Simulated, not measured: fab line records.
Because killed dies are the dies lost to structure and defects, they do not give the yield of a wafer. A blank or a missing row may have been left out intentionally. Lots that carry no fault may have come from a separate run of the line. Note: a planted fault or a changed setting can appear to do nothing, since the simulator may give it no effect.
fab line records :: flow berkeley_cmos170
record
  lots=14
  wafers=42
  last_day=11
route steps=331 shown NWELL@26 GATE@142 M3@311
lots untouched by any fault: they come from a run of this same line in which no faults occurred
start_h: hours from the record's first day to the start of the lot's first wafer shown :: wait_h: hours from the lot's prior step to this one :: " unchanged from the row above :: L1.1+2: one row covering several wafers at once :: - no value, or no start was given :: * or withheld: withheld :: < > ~ a bound
route shown NAME@n: NAME is a module with steps in the file, n the number in the route of the first one :: usual: average and standard deviation across the fault-free wafers :: same: alike in all rows :: chamber/n: place in a boat :: sites: per-site readings :: _std_site: standard deviation across them :: _edge_site: the outer-site mean with the inner-site mean subtracted :: radius_mm: how far each site lies from the wafer's centre :: mask NAME#n: copy n :: behind: the last tool/chamber to shape the wafer :: hold: what put the lot on hold/how long, in hours/how the hold closed :: device: whichever transistor did not switch (one of n, p or np) :: end of line: the route-end tests of the same wafers :: for a step that has no rows: nothing shown but its recipe :: killed: count of dies lost to structure and defects at first sort (not the wafer's yield) :: map: shows each die of a wafer: x if killed, . if not, _ if none is there
set.NAME: setting as actually run; set.NAME@STEP: the setting as run at that earlier step :: model.NAME: the simulator's own value behind a step, which no gauge read
a sample of lots followed through the steps of the route, with each step as a table and each wafer as a row
services: when a tool's chamber went out of use (start_h, in hours from the record's first day, below 0 if earlier), for how many hours, and the reason
## steps
# step UCB170_NWELL_OVL_MEAS_12
# usual
  NWELL_OVL=0/4.4
lot.wafer: L250.3
tool: overlay-02
chamber: -
start_h: 28.27
wait_h: -
NWELL_OVL[nm]: -3

lot.wafer: L250.4
tool: overlay-02
chamber: -
start_h: 28.27
wait_h: -
NWELL_OVL[nm]: 5

lot.wafer: L250.6
tool: overlay-02
chamber: -
start_h: 28.27
wait_h: -
NWELL_OVL[nm]: -3

lot.wafer: L251.1
tool: overlay-02
chamber: -
start_h: 31.83
wait_h: -
NWELL_OVL[nm]: 2

lot.wafer: L251.2
tool: overlay-02
chamber: -
start_h: 31.83
wait_h: -
NWELL_OVL[nm]: 0

lot.wafer: L251.5
tool: overlay-02
chamber: -
start_h: 31.83
wait_h: -
NWELL_OVL[nm]: 1

lot.wafer: L252.2
tool: overlay-01
chamber: -
start_h: 40.53
wait_h: -
NWELL_OVL[nm]: -5

lot.wafer: L252.3
tool: overlay-01
chamber: -
start_h: 40.53
wait_h: -
NWELL_OVL[nm]: 0

lot.wafer: L252.5
tool: overlay-01
chamber: -
start_h: 40.53
wait_h: -
NWELL_OVL[nm]: -7

lot.wafer: L253.1
tool: overlay-02
chamber: -
start_h: 40.63
wait_h: -
NWELL_OVL[nm]: -1

lot.wafer: L253.4
tool: overlay-02
chamber: -
start_h: 40.63
wait_h: -
NWELL_OVL[nm]: 0

lot.wafer: L253.6
tool: overlay-02
chamber: -
start_h: 40.63
wait_h: -
NWELL_OVL[nm]: -2

lot.wafer: L254.1
tool: overlay-02
chamber: -
start_h: 50.22
wait_h: -
NWELL_OVL[nm]: 4

lot.wafer: L254.5
tool: overlay-02
chamber: -
start_h: 50.22
wait_h: -
NWELL_OVL[nm]: 6

lot.wafer: L254.6
tool: overlay-02
chamber: -
start_h: 50.22
wait_h: -
NWELL_OVL[nm]: 7

lot.wafer: L255.2
tool: overlay-02
chamber: -
start_h: 54.23
wait_h: -
NWELL_OVL[nm]: -1

lot.wafer: L255.3
tool: overlay-02
chamber: -
start_h: 54.23
wait_h: -
NWELL_OVL[nm]: -3

lot.wafer: L255.4
tool: overlay-02
chamber: -
start_h: 54.23
wait_h: -
NWELL_OVL[nm]: -1

lot.wafer: L258.3
tool: overlay-01
chamber: -
start_h: 66.56
wait_h: -
NWELL_OVL[nm]: 7

lot.wafer: L258.4
tool: overlay-01
chamber: -
start_h: 66.56
wait_h: -
NWELL_OVL[nm]: 6

lot.wafer: L258.5
tool: overlay-01
chamber: -
start_h: 66.56
wait_h: -
NWELL_OVL[nm]: 9

lot.wafer: L259.3
tool: overlay-01
chamber: -
start_h: 78.20
wait_h: -
NWELL_OVL[nm]: 0

lot.wafer: L259.5
tool: overlay-01
chamber: -
start_h: 78.20
wait_h: -
NWELL_OVL[nm]: -4

lot.wafer: L259.6
tool: overlay-01
chamber: -
start_h: 78.20
wait_h: -
NWELL_OVL[nm]: 1

lot.wafer: L261.1
tool: overlay-01
chamber: -
start_h: 88.57
wait_h: -
NWELL_OVL[nm]: 3

lot.wafer: L261.2
tool: overlay-01
chamber: -
start_h: 88.57
wait_h: -
NWELL_OVL[nm]: 5

lot.wafer: L261.6
tool: overlay-01
chamber: -
start_h: 88.57
wait_h: -
NWELL_OVL[nm]: 4

lot.wafer: L262.4
tool: overlay-02
chamber: -
start_h: 88.73
wait_h: -
NWELL_OVL[nm]: 4

lot.wafer: L262.5
tool: overlay-02
chamber: -
start_h: 88.73
wait_h: -
NWELL_OVL[nm]: -5

lot.wafer: L262.6
tool: overlay-02
chamber: -
start_h: 88.73
wait_h: -
NWELL_OVL[nm]: -1

lot.wafer: L270.2
tool: overlay-01
chamber: -
start_h: 129.03
wait_h: -
NWELL_OVL[nm]: 2

lot.wafer: L270.3
tool: overlay-01
chamber: -
start_h: 129.03
wait_h: -
NWELL_OVL[nm]: -1

lot.wafer: L270.5
tool: overlay-01
chamber: -
start_h: 129.03
wait_h: -
NWELL_OVL[nm]: -8

lot.wafer: L271.1
tool: overlay-01
chamber: -
start_h: 135.01
wait_h: -
NWELL_OVL[nm]: -4

lot.wafer: L271.2
tool: overlay-01
chamber: -
start_h: 135.01
wait_h: -
NWELL_OVL[nm]: 3

lot.wafer: L271.4
tool: overlay-01
chamber: -
start_h: 135.01
wait_h: -
NWELL_OVL[nm]: 2

lot.wafer: L272.1
tool: overlay-02
chamber: -
start_h: 142.91
wait_h: -
NWELL_OVL[nm]: 3

lot.wafer: L272.3
tool: overlay-02
chamber: -
start_h: 142.91
wait_h: -
NWELL_OVL[nm]: 3

lot.wafer: L272.6
tool: overlay-02
chamber: -
start_h: 142.91
wait_h: -
NWELL_OVL[nm]: 2

lot.wafer: L273.2
tool: overlay-01
chamber: -
start_h: 143.07
wait_h: -
NWELL_OVL[nm]: -3

lot.wafer: L273.4
tool: overlay-01
chamber: -
start_h: 143.07
wait_h: -
NWELL_OVL[nm]: -3

lot.wafer: L273.6
tool: overlay-01
chamber: -
start_h: 143.07
wait_h: -
NWELL_OVL[nm]: 2
# step UCB170_GATE_STRIP_16
# recipe
  chemistry=O2
  power_w=400
  pressure_mtorr=3500
  platen_temp_c=withheld
  o2_flow_sccm=400
  overash_fraction=0.5
# usual
  chamber_pressure_mTorr=3500/3.2
  drypump_motor_current_A=5.7/0.55
  oes_product_au=0.724/0.0048
lot.wafer: L251.1
tool: plasma_asher-03
chamber: 1
start_h: 122.39
wait_h: 0.0
chamber_pressure_mTorr: 3493
drypump_motor_current_A: 5.8
oes_product_au: 0.723
rf_hours_counter_h: 34

lot.wafer: L251.2
tool: plasma_asher-03
chamber: 0
start_h: 122.39
wait_h: 0.0
chamber_pressure_mTorr: 3501
drypump_motor_current_A: 4.9
oes_product_au: 0.727
rf_hours_counter_h: 34

lot.wafer: L251.5
tool: plasma_asher-03
chamber: 1
start_h: 122.39
wait_h: 0.0
chamber_pressure_mTorr: 3498
drypump_motor_current_A: 5.8
oes_product_au: 0.727
rf_hours_counter_h: -

lot.wafer: L250.3
tool: plasma_asher-04
chamber: 0
start_h: 122.57
wait_h: 0.1
chamber_pressure_mTorr: 3494
drypump_motor_current_A: 6.5
oes_product_au: 0.727
rf_hours_counter_h: -

lot.wafer: L250.4
tool: plasma_asher-04
chamber: 1
start_h: 122.57
wait_h: 0.1
chamber_pressure_mTorr: 3499
drypump_motor_current_A: 6.3
oes_product_au: 0.725
rf_hours_counter_h: -

lot.wafer: L250.6
tool: plasma_asher-04
chamber: 1
start_h: 122.57
wait_h: 0.1
chamber_pressure_mTorr: 3503
drypump_motor_current_A: 6.3
oes_product_au: 0.721
rf_hours_counter_h: -

lot.wafer: L252.2
tool: plasma_asher-03
chamber: 1
start_h: 122.72
wait_h: 0.0
chamber_pressure_mTorr: 3498
drypump_motor_current_A: 5.8
oes_product_au: 0.727
rf_hours_counter_h: 35

lot.wafer: L252.3
tool: plasma_asher-03
chamber: 0
start_h: 122.72
wait_h: 0.0
chamber_pressure_mTorr: 3496
drypump_motor_current_A: 5.0
oes_product_au: 0.734
rf_hours_counter_h: -

lot.wafer: L252.5
tool: plasma_asher-03
chamber: 0
start_h: 122.72
wait_h: 0.0
chamber_pressure_mTorr: 3504
drypump_motor_current_A: 5.0
oes_product_au: 0.726
rf_hours_counter_h: -

lot.wafer: L253.1
tool: plasma_asher-02
chamber: 0
start_h: 122.77
wait_h: 0.0
chamber_pressure_mTorr: 3503
drypump_motor_current_A: 5.5
oes_product_au: 0.721
rf_hours_counter_h: 42

lot.wafer: L253.4
tool: plasma_asher-02
chamber: 1
start_h: 122.77
wait_h: 0.0
chamber_pressure_mTorr: 3499
drypump_motor_current_A: 5.3
oes_product_au: 0.721
rf_hours_counter_h: -

lot.wafer: L253.6
tool: plasma_asher-02
chamber: 1
start_h: 122.77
wait_h: 0.0
chamber_pressure_mTorr: 3494
drypump_motor_current_A: 5.3
oes_product_au: 0.728
rf_hours_counter_h: -

lot.wafer: L254.1
tool: plasma_asher-03
chamber: 1
start_h: 133.16
wait_h: 0.0
chamber_pressure_mTorr: 3502
drypump_motor_current_A: 5.8
oes_product_au: 0.725
rf_hours_counter_h: 36

lot.wafer: L254.5
tool: plasma_asher-03
chamber: 1
start_h: 133.16
wait_h: 0.0
chamber_pressure_mTorr: 3492
drypump_motor_current_A: 5.8
oes_product_au: 0.722
rf_hours_counter_h: -

lot.wafer: L254.6
tool: plasma_asher-03
chamber: 0
start_h: 133.16
wait_h: 0.0
chamber_pressure_mTorr: 3500
drypump_motor_current_A: 5.0
oes_product_au: 0.720
rf_hours_counter_h: -

lot.wafer: L255.2
tool: plasma_asher-03
chamber: 0
start_h: 138.62
wait_h: 0.0
chamber_pressure_mTorr: 3502
drypump_motor_current_A: 4.9
oes_product_au: 0.724
rf_hours_counter_h: 36

lot.wafer: L255.3
tool: plasma_asher-03
chamber: 1
start_h: 138.62
wait_h: 0.0
chamber_pressure_mTorr: 3503
drypump_motor_current_A: 5.7
oes_product_au: 0.714
rf_hours_counter_h: -

lot.wafer: L255.4
tool: plasma_asher-03
chamber: 0
start_h: 138.62
wait_h: 0.0
chamber_pressure_mTorr: 3498
drypump_motor_current_A: 5.0
oes_product_au: 0.720
rf_hours_counter_h: -

lot.wafer: L258.3
tool: plasma_asher-03
chamber: 1
start_h: 150.66
wait_h: 0.1
chamber_pressure_mTorr: 3500
drypump_motor_current_A: 5.8
oes_product_au: 0.721
rf_hours_counter_h: -

lot.wafer: L258.4
tool: plasma_asher-03
chamber: 0
start_h: 150.66
wait_h: 0.1
chamber_pressure_mTorr: 3497
drypump_motor_current_A: 5.0
oes_product_au: 0.731
rf_hours_counter_h: -

lot.wafer: L258.5
tool: plasma_asher-03
chamber: 1
start_h: 150.66
wait_h: 0.1
chamber_pressure_mTorr: 3499
drypump_motor_current_A: 5.8
oes_product_au: 0.728
rf_hours_counter_h: -

lot.wafer: L259.3
tool: plasma_asher-04
chamber: 1
start_h: 161.24
wait_h: 0.1
chamber_pressure_mTorr: -
drypump_motor_current_A: -
oes_product_au: -
rf_hours_counter_h: -

lot.wafer: L259.5
tool: plasma_asher-04
chamber: 1
start_h: 161.24
wait_h: 0.1
chamber_pressure_mTorr: -
drypump_motor_current_A: -
oes_product_au: -
rf_hours_counter_h: -

lot.wafer: L259.6
tool: plasma_asher-04
chamber: 0
start_h: 161.24
wait_h: 0.1
chamber_pressure_mTorr: -
drypump_motor_current_A: -
oes_product_au: -
rf_hours_counter_h: -

lot.wafer: L262.4
tool: plasma_asher-04
chamber: 1
start_h: 169.48
wait_h: 0.1
chamber_pressure_mTorr: -
drypump_motor_current_A: -
oes_product_au: -
rf_hours_counter_h: -

lot.wafer: L262.5
tool: plasma_asher-04
chamber: 0
start_h: 169.48
wait_h: 0.1
chamber_pressure_mTorr: -
drypump_motor_current_A: -
oes_product_au: -
rf_hours_counter_h: -

lot.wafer: L262.6
tool: plasma_asher-04
chamber: 1
start_h: 169.48
wait_h: 0.1
chamber_pressure_mTorr: -
drypump_motor_current_A: -
oes_product_au: -
rf_hours_counter_h: -

lot.wafer: L261.1
tool: plasma_asher-03
chamber: 0
start_h: 169.72
wait_h: 0.0
chamber_pressure_mTorr: 3497
drypump_motor_current_A: 5.0
oes_product_au: 0.719
rf_hours_counter_h: 41

lot.wafer: L261.2
tool: plasma_asher-03
chamber: 1
start_h: 169.72
wait_h: 0.0
chamber_pressure_mTorr: 3504
drypump_motor_current_A: 5.8
oes_product_au: 0.724
rf_hours_counter_h: 41

lot.wafer: L261.6
tool: plasma_asher-03
chamber: 0
start_h: 169.72
wait_h: 0.0
chamber_pressure_mTorr: 3501
drypump_motor_current_A: 5.0
oes_product_au: 0.716
rf_hours_counter_h: -

lot.wafer: L270.2
tool: plasma_asher-04
chamber: 1
start_h: 220.45
wait_h: 0.0
chamber_pressure_mTorr: 3499
drypump_motor_current_A: 6.3
oes_product_au: 0.728
rf_hours_counter_h: 53

lot.wafer: L270.3
tool: plasma_asher-04
chamber: 0
start_h: 220.45
wait_h: 0.0
chamber_pressure_mTorr: 3506
drypump_motor_current_A: 6.5
oes_product_au: 0.724
rf_hours_counter_h: -

lot.wafer: L270.5
tool: plasma_asher-04
chamber: 0
start_h: 220.45
wait_h: 0.0
chamber_pressure_mTorr: 3499
drypump_motor_current_A: 6.5
oes_product_au: 0.726
rf_hours_counter_h: -

lot.wafer: L271.1
tool: plasma_asher-03
chamber: 0
start_h: 224.10
wait_h: 0.0
chamber_pressure_mTorr: 3496
drypump_motor_current_A: 5.0
oes_product_au: 0.730
rf_hours_counter_h: 46

lot.wafer: L271.2
tool: plasma_asher-03
chamber: 1
start_h: 224.10
wait_h: 0.0
chamber_pressure_mTorr: 3505
drypump_motor_current_A: 5.8
oes_product_au: 0.722
rf_hours_counter_h: 46

lot.wafer: L271.4
tool: plasma_asher-03
chamber: 0
start_h: 224.10
wait_h: 0.0
chamber_pressure_mTorr: 3502
drypump_motor_current_A: 5.0
oes_product_au: 0.721
rf_hours_counter_h: -

lot.wafer: L272.1
tool: plasma_asher-04
chamber: 1
start_h: 235.76
wait_h: 0.0
chamber_pressure_mTorr: 3498
drypump_motor_current_A: 6.3
oes_product_au: 0.714
rf_hours_counter_h: 54

lot.wafer: L272.3
tool: plasma_asher-04
chamber: 0
start_h: 235.76
wait_h: 0.0
chamber_pressure_mTorr: 3495
drypump_motor_current_A: 6.5
oes_product_au: 0.729
rf_hours_counter_h: -

lot.wafer: L272.6
tool: plasma_asher-04
chamber: 1
start_h: 235.76
wait_h: 0.0
chamber_pressure_mTorr: 3503
drypump_motor_current_A: 6.3
oes_product_au: 0.727
rf_hours_counter_h: -

lot.wafer: L273.2
tool: plasma_asher-03
chamber: 1
start_h: 235.89
wait_h: 0.0
chamber_pressure_mTorr: 3503
drypump_motor_current_A: 5.8
oes_product_au: 0.720
rf_hours_counter_h: 47

lot.wafer: L273.4
tool: plasma_asher-03
chamber: 0
start_h: 235.89
wait_h: 0.0
chamber_pressure_mTorr: 3503
drypump_motor_current_A: 5.0
oes_product_au: 0.726
rf_hours_counter_h: -

lot.wafer: L273.6
tool: plasma_asher-03
chamber: 0
start_h: 235.89
wait_h: 0.0
chamber_pressure_mTorr: 3495
drypump_motor_current_A: 4.9
oes_product_au: 0.722
rf_hours_counter_h: -
# step UCB170_M3_RS_MEAS_02
# recipe
  thk_meas_gauge=four-point-probe
  reads=Al_of_M3_SPUTTER_01
# usual
  M3_AL_RS=0.0323/0.00037
lot.wafer: L251.1
tool: film_metro-01
chamber: -
start_h: 158.56
wait_h: 0.0
M3_AL_RS[ohm/sq]: 0.0323

lot.wafer: L251.2
tool: film_metro-01
chamber: -
start_h: 158.56
wait_h: 0.0
M3_AL_RS[ohm/sq]: 0.0319

lot.wafer: L251.5
tool: film_metro-01
chamber: -
start_h: 158.56
wait_h: 0.0
M3_AL_RS[ohm/sq]: 0.0319

lot.wafer: L253.1
tool: film_metro-02
chamber: -
start_h: 158.83
wait_h: 0.0
M3_AL_RS[ohm/sq]: 0.0323

lot.wafer: L253.4
tool: film_metro-02
chamber: -
start_h: 158.83
wait_h: 0.0
M3_AL_RS[ohm/sq]: 0.0326

lot.wafer: L253.6
tool: film_metro-02
chamber: -
start_h: 158.83
wait_h: 0.0
M3_AL_RS[ohm/sq]: 0.0324

lot.wafer: L250.3
tool: film_metro-03
chamber: -
start_h: 159.15
wait_h: 0.1
M3_AL_RS[ohm/sq]: 0.0329

lot.wafer: L250.4
tool: film_metro-03
chamber: -
start_h: 159.15
wait_h: 0.1
M3_AL_RS[ohm/sq]: 0.0326

lot.wafer: L250.6
tool: film_metro-03
chamber: -
start_h: 159.15
wait_h: 0.1
M3_AL_RS[ohm/sq]: 0.0325

lot.wafer: L252.2
tool: film_metro-01
chamber: -
start_h: 159.72
wait_h: 0.1
M3_AL_RS[ohm/sq]: 0.0323

lot.wafer: L252.3
tool: film_metro-01
chamber: -
start_h: 159.72
wait_h: 0.1
M3_AL_RS[ohm/sq]: 0.0326

lot.wafer: L252.5
tool: film_metro-01
chamber: -
start_h: 159.72
wait_h: 0.1
M3_AL_RS[ohm/sq]: 0.0321

lot.wafer: L254.1
tool: film_metro-02
chamber: -
start_h: 166.26
wait_h: 0.1
M3_AL_RS[ohm/sq]: 0.0322

lot.wafer: L254.5
tool: film_metro-02
chamber: -
start_h: 166.26
wait_h: 0.1
M3_AL_RS[ohm/sq]: 0.0322

lot.wafer: L254.6
tool: film_metro-02
chamber: -
start_h: 166.26
wait_h: 0.1
M3_AL_RS[ohm/sq]: 0.0323

lot.wafer: L255.2
tool: film_metro-03
chamber: -
start_h: 171.92
wait_h: 0.1
M3_AL_RS[ohm/sq]: 0.0326

lot.wafer: L255.3
tool: film_metro-03
chamber: -
start_h: 171.92
wait_h: 0.1
M3_AL_RS[ohm/sq]: 0.0326

lot.wafer: L255.4
tool: film_metro-03
chamber: -
start_h: 171.92
wait_h: 0.1
M3_AL_RS[ohm/sq]: 0.0323

lot.wafer: L258.3
tool: film_metro-02
chamber: -
start_h: 188.61
wait_h: 0.1
M3_AL_RS[ohm/sq]: 0.0324

lot.wafer: L258.4
tool: film_metro-02
chamber: -
start_h: 188.61
wait_h: 0.1
M3_AL_RS[ohm/sq]: 0.0316

lot.wafer: L258.5
tool: film_metro-02
chamber: -
start_h: 188.61
wait_h: 0.1
M3_AL_RS[ohm/sq]: 0.0320

lot.wafer: L261.1
tool: film_metro-03
chamber: -
start_h: 210.20
wait_h: 0.0
M3_AL_RS[ohm/sq]: 0.0330

lot.wafer: L261.2
tool: film_metro-03
chamber: -
start_h: 210.20
wait_h: 0.0
M3_AL_RS[ohm/sq]: 0.0326

lot.wafer: L261.6
tool: film_metro-03
chamber: -
start_h: 210.20
wait_h: 0.0
M3_AL_RS[ohm/sq]: 0.0326

lot.wafer: L270.2
tool: film_metro-03
chamber: -
start_h: 253.92
wait_h: 0.1
M3_AL_RS[ohm/sq]: 0.0323

lot.wafer: L270.3
tool: film_metro-03
chamber: -
start_h: 253.92
wait_h: 0.1
M3_AL_RS[ohm/sq]: 0.0327

lot.wafer: L270.5
tool: film_metro-03
chamber: -
start_h: 253.92
wait_h: 0.1
M3_AL_RS[ohm/sq]: 0.0321

lot.wafer: L271.1
tool: film_metro-02
chamber: -
start_h: 260.25
wait_h: 0.0
M3_AL_RS[ohm/sq]: 0.0329

lot.wafer: L271.2
tool: film_metro-02
chamber: -
start_h: 260.25
wait_h: 0.0
M3_AL_RS[ohm/sq]: 0.0324

lot.wafer: L271.4
tool: film_metro-02
chamber: -
start_h: 260.25
wait_h: 0.0
M3_AL_RS[ohm/sq]: 0.0320

lot.wafer: L273.2
tool: film_metro-02
chamber: -
start_h: 270.12
wait_h: 0.1
M3_AL_RS[ohm/sq]: 0.0326

lot.wafer: L273.4
tool: film_metro-02
chamber: -
start_h: 270.12
wait_h: 0.1
M3_AL_RS[ohm/sq]: 0.0319

lot.wafer: L273.6
tool: film_metro-02
chamber: -
start_h: 270.12
wait_h: 0.1
M3_AL_RS[ohm/sq]: 0.0324

lot.wafer: L272.1
tool: film_metro-01
chamber: -
start_h: 270.82
wait_h: 0.0
M3_AL_RS[ohm/sq]: 0.0322

lot.wafer: L272.3
tool: film_metro-01
chamber: -
start_h: 270.82
wait_h: 0.0
M3_AL_RS[ohm/sq]: 0.0317

lot.wafer: L272.6
tool: film_metro-01
chamber: -
start_h: 270.82
wait_h: 0.0
M3_AL_RS[ohm/sq]: 0.0322
# step UCB170_M3_THK_MEAS_03
# recipe
  thk_meas_gauge=xrf
  reads=Al_of_M3_SPUTTER_01
# usual
  M3_AL_THK=921/12
lot.wafer: L251.1
tool: film_metro-01
chamber: -
start_h: 158.68
wait_h: 0.1
M3_AL_THK[nm]: 927

lot.wafer: L251.2
tool: film_metro-01
chamber: -
start_h: 158.68
wait_h: 0.1
M3_AL_THK[nm]: 935

lot.wafer: L251.5
tool: film_metro-01
chamber: -
start_h: 158.68
wait_h: 0.1
M3_AL_THK[nm]: 944

lot.wafer: L253.1
tool: film_metro-02
chamber: -
start_h: 158.95
wait_h: 0.1
M3_AL_THK[nm]: 926

lot.wafer: L253.4
tool: film_metro-02
chamber: -
start_h: 158.95
wait_h: 0.1
M3_AL_THK[nm]: 920

lot.wafer: L253.6
tool: film_metro-02
chamber: -
start_h: 158.95
wait_h: 0.1
M3_AL_THK[nm]: 924

lot.wafer: L250.3
tool: film_metro-03
chamber: -
start_h: 159.25
wait_h: 0.1
M3_AL_THK[nm]: 892

lot.wafer: L250.4
tool: film_metro-03
chamber: -
start_h: 159.25
wait_h: 0.1
M3_AL_THK[nm]: 902

lot.wafer: L250.6
tool: film_metro-03
chamber: -
start_h: 159.25
wait_h: 0.1
M3_AL_THK[nm]: 913

lot.wafer: L252.2
tool: film_metro-01
chamber: -
start_h: 159.83
wait_h: 0.1
M3_AL_THK[nm]: 927

lot.wafer: L252.3
tool: film_metro-01
chamber: -
start_h: 159.83
wait_h: 0.1
M3_AL_THK[nm]: 915

lot.wafer: L252.5
tool: film_metro-01
chamber: -
start_h: 159.83
wait_h: 0.1
M3_AL_THK[nm]: 930

lot.wafer: L254.1
tool: film_metro-02
chamber: -
start_h: 166.38
wait_h: 0.1
M3_AL_THK[nm]: 931

lot.wafer: L254.5
tool: film_metro-02
chamber: -
start_h: 166.38
wait_h: 0.1
M3_AL_THK[nm]: 929

lot.wafer: L254.6
tool: film_metro-02
chamber: -
start_h: 166.38
wait_h: 0.1
M3_AL_THK[nm]: 928

lot.wafer: L255.2
tool: film_metro-03
chamber: -
start_h: 172.03
wait_h: 0.1
M3_AL_THK[nm]: 912

lot.wafer: L255.3
tool: film_metro-03
chamber: -
start_h: 172.03
wait_h: 0.1
M3_AL_THK[nm]: 915

lot.wafer: L255.4
tool: film_metro-03
chamber: -
start_h: 172.03
wait_h: 0.1
M3_AL_THK[nm]: 915

lot.wafer: L258.3
tool: film_metro-02
chamber: -
start_h: 188.71
wait_h: 0.1
M3_AL_THK[nm]: 923

lot.wafer: L258.4
tool: film_metro-02
chamber: -
start_h: 188.71
wait_h: 0.1
M3_AL_THK[nm]: 945

lot.wafer: L258.5
tool: film_metro-02
chamber: -
start_h: 188.71
wait_h: 0.1
M3_AL_THK[nm]: 936

lot.wafer: L261.1
tool: film_metro-03
chamber: -
start_h: 210.32
wait_h: 0.1
M3_AL_THK[nm]: 897

lot.wafer: L261.2
tool: film_metro-03
chamber: -
start_h: 210.32
wait_h: 0.1
M3_AL_THK[nm]: 914

lot.wafer: L261.6
tool: film_metro-03
chamber: -
start_h: 210.32
wait_h: 0.1
M3_AL_THK[nm]: 910

lot.wafer: L270.2
tool: film_metro-03
chamber: -
start_h: 254.03
wait_h: 0.1
M3_AL_THK[nm]: 918

lot.wafer: L270.3
tool: film_metro-03
chamber: -
start_h: 254.03
wait_h: 0.1
M3_AL_THK[nm]: 912

lot.wafer: L270.5
tool: film_metro-03
chamber: -
start_h: 254.03
wait_h: 0.1
M3_AL_THK[nm]: 920

lot.wafer: L271.1
tool: film_metro-02
chamber: -
start_h: 260.37
wait_h: 0.1
M3_AL_THK[nm]: 902

lot.wafer: L271.2
tool: film_metro-02
chamber: -
start_h: 260.37
wait_h: 0.1
M3_AL_THK[nm]: 914

lot.wafer: L271.4
tool: film_metro-02
chamber: -
start_h: 260.37
wait_h: 0.1
M3_AL_THK[nm]: 932

lot.wafer: L273.2
tool: film_metro-02
chamber: -
start_h: 270.23
wait_h: 0.1
M3_AL_THK[nm]: 913

lot.wafer: L273.4
tool: film_metro-02
chamber: -
start_h: 270.23
wait_h: 0.1
M3_AL_THK[nm]: 938

lot.wafer: L273.6
tool: film_metro-02
chamber: -
start_h: 270.23
wait_h: 0.1
M3_AL_THK[nm]: 922

lot.wafer: L272.1
tool: film_metro-01
chamber: -
start_h: 270.94
wait_h: 0.1
M3_AL_THK[nm]: 930

lot.wafer: L272.3
tool: film_metro-01
chamber: -
start_h: 270.94
wait_h: 0.1
M3_AL_THK[nm]: 947

lot.wafer: L272.6
tool: film_metro-01
chamber: -
start_h: 270.94
wait_h: 0.1
M3_AL_THK[nm]: 935
## services
tool: plasma_asher-04
chamber: -
start_h: 148.95
hours: 2.8
kind: repair

tool: plasma_asher-02
chamber: -
start_h: 160.96
hours: 13.1
kind: repair

tool: plasma_asher-02
chamber: -
start_h: 225.46
hours: 2.8
kind: pm

tool: plasma_asher-02
chamber: -
start_h: 234.42
hours: 0.4
kind: repair
## key
first_sign
  step=UCB170_GATE_STRIP_16
  reading=tool_record
  direction=missing
effect none on later readings
met_at UCB170_GATE_STRIP_16
struck_lots L259,L262
later_rows_left_out L259.3,L259.5,L259.6,L262.4,L262.5,L262.6
sort_left_out L259.3,L259.5,L259.6,L262.4,L262.5,L262.6
tester_left_out L259,L262
not_acting_at UCB170_NWELL_OVL_MEAS_12,UCB170_M3_RS_MEAS_02,UCB170_M3_THK_MEAS_03
onset_between 122.57 161.24
fault
  kind=skipped_step_whole
  tool=plasma_asher-04
  chamber=-
  onset_h=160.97
  steps=UCB170_GATE_STRIP_16
  scope=struck_lots_only
# tester_left_out: of these lots the tester's yield and bins aren't shown, on N5 and GAA mostly nor the transistor test; their killed dies are dies lost to structure and defects alone, not to doping, threshold or leakage, so they don't give the yield
# sort_left_out: the simulated sort isn't trusted on such a fault, so these wafers' sort isn't shown, and their yield isn't known
# later_rows_left_out: the simulator's readings of these wafers behind a module that went badly wrong aren't trusted and aren't shown, but for the sort
